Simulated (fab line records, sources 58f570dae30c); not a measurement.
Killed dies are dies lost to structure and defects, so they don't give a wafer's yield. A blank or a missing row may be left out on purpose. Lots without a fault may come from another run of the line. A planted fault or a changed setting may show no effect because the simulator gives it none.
A sampling plan put to the test | flow berkeley_cmos170 | one fab line, 37 faults that these records tell of, each judged on the records of the lots that it struck; 1 more is left out, because the records don't allow judging it
The plan is the line's own looks: the steps of the route at which a gauge or an inspection reads the wafer and doesn't change it. A look can be judged if struck wafers have a number there and the file gives its usual mean and standard deviation on fault-free wafers. Caught: at a look after the fault's first step, the mean of the struck wafers lies 4 or more of those standard deviations (sigma) from the usual mean. On the tool: the same test on the tool's own readings at the fault's steps. Another recipe on the struck wafers, or a record that is blank for them alone, also counts as caught.

THE FAULTS, as the simulator had put them in
1. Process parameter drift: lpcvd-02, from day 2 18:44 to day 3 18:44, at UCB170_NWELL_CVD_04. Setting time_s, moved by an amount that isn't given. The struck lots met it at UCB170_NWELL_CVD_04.
2. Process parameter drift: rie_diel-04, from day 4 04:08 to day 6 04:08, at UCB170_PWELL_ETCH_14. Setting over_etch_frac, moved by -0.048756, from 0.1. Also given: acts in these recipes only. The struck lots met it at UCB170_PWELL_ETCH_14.
3. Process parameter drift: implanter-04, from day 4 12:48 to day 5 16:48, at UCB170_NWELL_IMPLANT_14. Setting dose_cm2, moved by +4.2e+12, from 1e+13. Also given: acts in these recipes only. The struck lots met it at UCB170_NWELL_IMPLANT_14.
4. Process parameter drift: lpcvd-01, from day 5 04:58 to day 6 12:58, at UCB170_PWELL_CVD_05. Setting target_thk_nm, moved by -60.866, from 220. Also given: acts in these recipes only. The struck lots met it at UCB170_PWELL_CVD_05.
5. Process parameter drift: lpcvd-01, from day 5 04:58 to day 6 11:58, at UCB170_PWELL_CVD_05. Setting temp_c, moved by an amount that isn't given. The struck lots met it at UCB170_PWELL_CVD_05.
6. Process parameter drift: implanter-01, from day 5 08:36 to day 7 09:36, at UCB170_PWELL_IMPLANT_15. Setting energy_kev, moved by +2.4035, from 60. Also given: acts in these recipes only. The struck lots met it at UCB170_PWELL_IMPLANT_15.
7. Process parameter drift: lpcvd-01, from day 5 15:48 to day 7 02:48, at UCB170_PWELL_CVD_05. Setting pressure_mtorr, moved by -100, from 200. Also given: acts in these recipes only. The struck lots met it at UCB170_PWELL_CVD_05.
8. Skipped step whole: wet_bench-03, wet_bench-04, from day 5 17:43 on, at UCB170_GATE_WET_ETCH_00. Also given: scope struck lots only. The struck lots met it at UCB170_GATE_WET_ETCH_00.
9. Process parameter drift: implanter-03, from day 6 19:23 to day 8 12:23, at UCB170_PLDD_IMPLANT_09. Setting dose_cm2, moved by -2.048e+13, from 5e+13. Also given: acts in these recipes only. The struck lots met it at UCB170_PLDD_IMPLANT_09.
10. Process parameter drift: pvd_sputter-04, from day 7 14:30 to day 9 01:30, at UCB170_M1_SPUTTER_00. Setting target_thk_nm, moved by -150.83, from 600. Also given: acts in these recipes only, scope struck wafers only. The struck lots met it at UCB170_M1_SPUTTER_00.
11. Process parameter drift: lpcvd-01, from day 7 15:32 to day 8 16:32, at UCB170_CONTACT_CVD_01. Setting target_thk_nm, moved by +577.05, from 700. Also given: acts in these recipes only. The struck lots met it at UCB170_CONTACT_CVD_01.
12. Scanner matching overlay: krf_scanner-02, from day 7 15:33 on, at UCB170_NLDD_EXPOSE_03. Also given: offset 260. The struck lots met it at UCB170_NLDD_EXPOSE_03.
13. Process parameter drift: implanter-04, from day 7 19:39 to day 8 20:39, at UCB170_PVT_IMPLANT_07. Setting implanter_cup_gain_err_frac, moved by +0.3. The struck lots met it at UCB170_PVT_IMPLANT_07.
14. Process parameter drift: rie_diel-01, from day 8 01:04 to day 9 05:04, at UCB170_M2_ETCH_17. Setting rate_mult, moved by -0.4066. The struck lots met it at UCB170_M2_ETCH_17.
15. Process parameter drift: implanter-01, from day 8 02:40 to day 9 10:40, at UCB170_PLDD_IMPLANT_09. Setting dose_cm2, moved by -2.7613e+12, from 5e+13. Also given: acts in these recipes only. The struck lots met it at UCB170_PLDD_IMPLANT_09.
16. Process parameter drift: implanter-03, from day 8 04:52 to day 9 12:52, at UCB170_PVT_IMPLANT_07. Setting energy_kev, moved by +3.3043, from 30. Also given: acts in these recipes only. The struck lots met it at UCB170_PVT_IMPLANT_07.
17. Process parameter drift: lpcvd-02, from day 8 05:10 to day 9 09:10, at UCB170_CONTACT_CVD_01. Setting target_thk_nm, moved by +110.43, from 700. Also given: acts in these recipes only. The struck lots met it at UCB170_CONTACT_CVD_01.
18. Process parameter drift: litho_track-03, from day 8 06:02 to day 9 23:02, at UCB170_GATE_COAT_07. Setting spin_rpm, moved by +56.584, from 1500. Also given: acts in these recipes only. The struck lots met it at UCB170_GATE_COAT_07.
19. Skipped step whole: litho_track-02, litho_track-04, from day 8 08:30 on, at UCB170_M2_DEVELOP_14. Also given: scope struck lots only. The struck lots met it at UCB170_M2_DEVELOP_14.
20. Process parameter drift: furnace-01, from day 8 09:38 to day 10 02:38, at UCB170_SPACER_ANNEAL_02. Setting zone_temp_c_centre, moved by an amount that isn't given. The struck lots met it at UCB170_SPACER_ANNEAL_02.
21. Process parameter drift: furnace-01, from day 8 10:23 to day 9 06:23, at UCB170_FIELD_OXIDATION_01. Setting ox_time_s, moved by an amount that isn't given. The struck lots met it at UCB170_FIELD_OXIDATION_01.
22. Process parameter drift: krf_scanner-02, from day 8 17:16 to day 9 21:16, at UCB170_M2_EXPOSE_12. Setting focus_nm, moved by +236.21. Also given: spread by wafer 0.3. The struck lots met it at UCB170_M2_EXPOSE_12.
23. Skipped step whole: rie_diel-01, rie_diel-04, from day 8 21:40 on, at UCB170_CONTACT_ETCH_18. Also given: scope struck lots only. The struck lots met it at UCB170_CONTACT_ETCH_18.
24. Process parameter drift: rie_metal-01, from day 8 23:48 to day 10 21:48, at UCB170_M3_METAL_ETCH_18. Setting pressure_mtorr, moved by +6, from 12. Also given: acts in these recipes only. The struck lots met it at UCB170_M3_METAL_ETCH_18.
25. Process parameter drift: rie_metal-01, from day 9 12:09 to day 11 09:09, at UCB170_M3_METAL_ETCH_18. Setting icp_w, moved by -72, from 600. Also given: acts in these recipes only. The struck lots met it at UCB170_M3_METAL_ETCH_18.
26. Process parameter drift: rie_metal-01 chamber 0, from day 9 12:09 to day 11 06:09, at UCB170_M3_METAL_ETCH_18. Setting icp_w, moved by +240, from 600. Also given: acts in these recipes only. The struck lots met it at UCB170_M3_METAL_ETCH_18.
27. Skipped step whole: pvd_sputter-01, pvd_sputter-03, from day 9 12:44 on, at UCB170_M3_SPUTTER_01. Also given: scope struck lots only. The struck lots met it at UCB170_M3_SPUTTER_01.
28. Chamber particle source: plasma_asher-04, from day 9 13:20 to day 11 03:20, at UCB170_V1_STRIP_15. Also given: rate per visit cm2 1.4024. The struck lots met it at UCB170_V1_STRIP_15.
29. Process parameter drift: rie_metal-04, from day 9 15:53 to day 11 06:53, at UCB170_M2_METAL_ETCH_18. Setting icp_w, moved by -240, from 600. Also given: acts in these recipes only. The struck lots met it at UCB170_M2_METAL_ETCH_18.
30. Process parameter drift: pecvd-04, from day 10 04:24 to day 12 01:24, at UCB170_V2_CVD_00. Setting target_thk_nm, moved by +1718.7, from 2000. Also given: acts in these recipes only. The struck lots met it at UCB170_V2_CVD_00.
31. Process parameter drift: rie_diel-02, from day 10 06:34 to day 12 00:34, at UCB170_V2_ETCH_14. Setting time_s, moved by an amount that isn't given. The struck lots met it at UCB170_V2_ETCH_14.
32. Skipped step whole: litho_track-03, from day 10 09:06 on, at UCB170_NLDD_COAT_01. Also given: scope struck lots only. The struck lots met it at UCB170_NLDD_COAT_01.
33. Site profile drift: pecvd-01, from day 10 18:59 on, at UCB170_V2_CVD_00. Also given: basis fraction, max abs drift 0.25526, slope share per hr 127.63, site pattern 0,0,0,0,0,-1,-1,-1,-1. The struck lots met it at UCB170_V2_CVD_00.
34. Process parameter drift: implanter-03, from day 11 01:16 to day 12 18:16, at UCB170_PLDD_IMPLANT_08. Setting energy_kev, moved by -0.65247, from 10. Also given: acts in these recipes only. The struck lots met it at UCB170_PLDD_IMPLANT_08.
35. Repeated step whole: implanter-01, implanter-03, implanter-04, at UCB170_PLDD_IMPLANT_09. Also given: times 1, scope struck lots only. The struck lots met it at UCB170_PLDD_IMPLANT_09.
36. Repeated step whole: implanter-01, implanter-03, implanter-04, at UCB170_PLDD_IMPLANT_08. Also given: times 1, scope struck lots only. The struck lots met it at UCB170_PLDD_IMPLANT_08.
37. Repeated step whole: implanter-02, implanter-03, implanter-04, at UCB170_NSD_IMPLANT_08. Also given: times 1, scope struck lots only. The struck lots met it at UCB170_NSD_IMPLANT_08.

WHAT THE PLAN SAW
fault | on the tool itself                               | first look that catches it                      | reading, sigma                                   | median hours from its first step to that look | hours from the fault's start to the first struck lot there | judged looks passed uncaught
1     | under 2 sigma                                    | UCB170_NWELL_THK_MEAS_05                        | NWELL_NITRIDE_THK +10                            | 1.9                                           | 4                                                          | 0
2     | only faintly: oes_product_au +2.4 sigma          | no look after it can be judged                  | -                                                | -                                             | -                                                          | 0
3     | dose_ions_cm2 +99 or beyond sigma                | UCB170_NWELL_TW_MEAS_16                         | NWELL_TW +11                                     | 0.2                                           | 2                                                          | 0
4     | no reading that can be judged                    | UCB170_PWELL_THK_MEAS_06                        | PWELL_NITRIDE_THK -33                            | 1.9                                           | 5                                                          | 0
5     | susceptor_temp_C +58 sigma                       | UCB170_PWELL_THK_MEAS_06                        | PWELL_NITRIDE_THK +56                            | 1.9                                           | 5                                                          | 0
6     | beam_energy_keV +99 or beyond sigma              | no look after it can be judged                  | -                                                | -                                             | -                                                          | 0
7     | pressure_mtorr -99 or beyond sigma               | UCB170_PWELL_THK_MEAS_06                        | PWELL_NITRIDE_THK -23                            | 1.9                                           | 10                                                         | 0
8     | the tool's record is blank for the struck wafers | UCB170_FIELD_THK_MEAS_91                        | FIELD_OXIDE_LEFT_2_THK +4.4                      | 0.1                                           | 5                                                          | 0
9     | dose_ions_cm2 -99 or beyond sigma                | UCB170_PLDD_TW_MEAS_11                          | PLDD_TW -9.0                                     | 0.2                                           | 6                                                          | 0
10    | under 2 sigma                                    | UCB170_M1_RS_MEAS_01                            | M1_AL_RS +38                                     | 0.1                                           | 6                                                          | 0
11    | under 2 sigma                                    | UCB170_CONTACT_THK_MEAS_02                      | CONTACT_PSG_THK +91                              | 1.8                                           | 1                                                          | 0
12    | no reading that can be judged                    | UCB170_NLDD_OVL_MEAS_07                         | NLDD_OVL +48                                     | 0.6                                           | 12                                                         | 0
13    | faraday_current_uA +16 sigma                     | UCB170_PVT_TW_MEAS_09                           | PVT_TW -7.5                                      | 0.2                                           | 3                                                          | 0
14    | oes_product_au -21 sigma                         | no look after it can be judged                  | -                                                | -                                             | -                                                          | 0
15    | dose_ions_cm2 -49 sigma                          | UCB170_SDANNEAL_RS_MEAS_04                      | PLDD_RS +7.8                                     | 11.9                                          | 12                                                         | 0
16    | beam_energy_keV +99 or beyond sigma              | none of the 2 looks that can be judged after it | strongest: PVT_TW at UCB170_PVT_TW_MEAS_09, +3.4 | -                                             | -                                                          | 2
17    | under 2 sigma                                    | UCB170_CONTACT_THK_MEAS_02                      | CONTACT_PSG_THK +16                              | 1.8                                           | 16                                                         | 0
18    | spin_speed_rpm +64 sigma                         | none of the 2 looks that can be judged after it | -                                                | -                                             | -                                                          | 2
19    | no reading that can be judged                    | no look after it can be judged                  | -                                                | -                                             | -                                                          | 0
20    | spike_tc_centre_C -25 sigma                      | UCB170_SDANNEAL_RS_MEAS_04                      | PLDD_RS +17                                      | 6.2                                           | 9                                                          | 0
21    | under 2 sigma                                    | UCB170_FIELD_THK_MEAS_02                        | FIELD_OXIDE_THK +10                              | 3.0                                           | 11                                                         | 0
22    | exposure_dose_mJ_cm2 -5.8 sigma                  | UCB170_M2_CD_MEAS_15                            | cd_nm -4.7                                       | 0.4                                           | 19                                                         | 0
23    | the tool's record is blank for the struck wafers | no look after it can be judged                  | -                                                | -                                             | -                                                          | 0
24    | chamber_pressure_mTorr +99 or beyond sigma       | no look after it can be judged                  | -                                                | -                                             | -                                                          | 0
25    | rf_fwd_power_W -36 sigma                         | not the one look that can be judged after it    | strongest: cd_nm at UCB170_M3_CD_MEAS_90, +2.5   | -                                             | -                                                          | 1
26    | rf_fwd_power_W +99 or beyond sigma               | UCB170_M3_CD_MEAS_90                            | cd_nm -6.2                                       | 0.3                                           | 1                                                          | 0
27    | the tool's record is blank for the struck wafers | no look after it can be judged                  | -                                                | -                                             | -                                                          | 0
28    | under 2 sigma                                    | no look after it can be judged                  | -                                                | -                                             | -                                                          | 0
29    | rf_fwd_power_W -99 or beyond sigma               | UCB170_M2_CD_MEAS_90                            | cd_nm +8.8                                       | 0.3                                           | 4                                                          | 0
30    | under 2 sigma                                    | UCB170_V2_THK_MEAS_01                           | V2_TEOS_THK +74                                  | 0.2                                           | 9                                                          | 0
31    | run_length_s -99 or beyond sigma                 | no look after it can be judged                  | -                                                | -                                             | -                                                          | 0
32    | the tool's record is blank for the struck wafers | not the one look that can be judged after it    | -                                                | -                                             | -                                                          | 1
33    | under 2 sigma                                    | UCB170_V2_THK_MEAS_01                           | V2_TEOS_THK -9.6                                 | 0.2                                           | 6                                                          | 0
34    | beam_energy_keV -99 or beyond sigma              | no look after it can be judged                  | -                                                | -                                             | -                                                          | 0
35    | under 2 sigma                                    | UCB170_PLDD_TW_MEAS_11                          | PLDD_TW +16                                      | 0.6                                           | -                                                          | 0
36    | no reading that can be judged                    | UCB170_PLDD_TW_MEAS_11                          | PLDD_TW +16                                      | 0.8                                           | -                                                          | 0
37    | no reading that can be judged                    | UCB170_NSD_TW_MEAS_10                           | NSD_TW +5.0                                      | 0.6                                           | -                                                          | 0
A dash: the fault isn't caught, or these records don't give the number.

Caught at a look: 23 of 37. Caught on the tool: 22 of 37. By one or the other: 34 of 37.
Caught on the tool alone: faults 6, 14, 16, 18, 23, 24, 25, 27, 31, 32, 34.
Caught at a look alone: faults 1, 4, 10, 11, 12, 17, 21, 30, 33, 35, 36, 37.
Caught by neither: faults 2, 19, 28.

THINNER SAMPLING
If the look that catches a fault measured only every second or every third lot, by lot number, the first struck lot would be measured this late in the worst case:
fault | struck lots at that look, in order of time | every lot | every second lot | every third lot
1     | L468, L469                                 | 4 h       | 12 h             | may miss all 2
3     | L432, L433                                 | 2 h       | 6 h              | may miss all 2
4     | L867, L868                                 | 5 h       | 5 h              | may miss all 2
5     | L628, L629                                 | 5 h       | 5 h              | may miss all 2
7     | L323, L325                                 | 10 h      | may miss all 2   | may miss all 2
8     | L532, L534, L535                           | 5 h       | 17 h             | may miss all 3
9     | L657, L663                                 | 6 h       | may miss all 2   | may miss all 2
10    | L309, L314                                 | 6 h       | 31 h             | may miss all 2
11    | L997, L996, L999                           | 1 h       | 3 h              | may miss all 3
12    | L471, L473, L476                           | 12 h      | 22 h             | may miss all 3
13    | L254, L257                                 | 3 h       | 15 h             | may miss all 2
15    | L471, L474                                 | 12 h      | 21 h             | may miss all 2
17    | L361, L362                                 | 16 h      | 22 h             | may miss all 2
20    | L556, L555, L562                           | 9 h       | 9 h              | may miss all 3
21    | L851, L850                                 | 11 h      | 11 h             | may miss all 2
22    | L269                                       | 19 h      | may miss it      | may miss it
26    | L395                                       | 1 h       | may miss it      | may miss it
29    | L129, L132                                 | 4 h       | 21 h             | may miss all 2
30    | L709, L713                                 | 9 h       | may miss all 2   | may miss all 2
33    | L104, L107, L108                           | 6 h       | 24 h             | may miss all 3
Hours are from the fault's start to the first struck lot that is measured. The limit of 4 sigma was tested on all struck wafers together, so one lot alone may lie under it. Other struck lots may not be in these records.

THE LONGEST TIMED WAY FROM STEP TO LOOK
Fault 15: a median of 11.9 hours passes between UCB170_PLDD_IMPLANT_09 and UCB170_SDANNEAL_RS_MEAS_04. No look between them can be judged.
